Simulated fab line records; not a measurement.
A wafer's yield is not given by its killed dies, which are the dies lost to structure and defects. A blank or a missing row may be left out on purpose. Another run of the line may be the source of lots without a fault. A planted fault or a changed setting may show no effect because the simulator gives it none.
Which tool was responsible? | flow berkeley_cmos170 | at 1 step of a route of 331, 7 lots with 21 wafers sampled

## WHAT THE GAUGES SHOWED, per wafer
UCB170_M1_OVL_MEAS_10.
lot  | measured     | on         | M1_OVL (nm)
L233 | day 7 15:03  | overlay-01 | 3 -4 -3
L239 | day 8 08:55  | overlay-02 | 5 0 5
L242 | day 8 19:57  | overlay-02 | 6 1 9
L237 | day 8 23:07  | overlay-02 | 3 4 -6
L245 | day 10 02:07 | overlay-02 | 1 0 -1
L251 | day 11 03:40 | overlay-02 | 5 1 0
L253 | day 11 10:04 | overlay-01 | -10 3 -1

## WHICH TOOL RAN EACH LOT (tool, then ch and the chambers of the sampled wafers, then the start)
Before these readings, the record contains no process step.

## THE ANSWER, worked out from the rows above alone
Rule: usual is defined by the lots themselves. The widest of any qualifying gaps counts: lots, ordered by their means at a reading, are off when they make up no more than a third of the lots, leave a main group of 4 or more, and stand apart from it by 3 or more times the standard deviation of that group's means. A main group whose means are all the same, to the digits that the tables above print for the reading, isn't used. A lot without any number at a reading at which 4 lots or more have one is off too. Where the step has rows for the other lots, those lots are counted as sound.
Across all readings shown, no lot is off: no conclusion can be drawn from this.

## WHAT THE SIMULATOR PUT IN
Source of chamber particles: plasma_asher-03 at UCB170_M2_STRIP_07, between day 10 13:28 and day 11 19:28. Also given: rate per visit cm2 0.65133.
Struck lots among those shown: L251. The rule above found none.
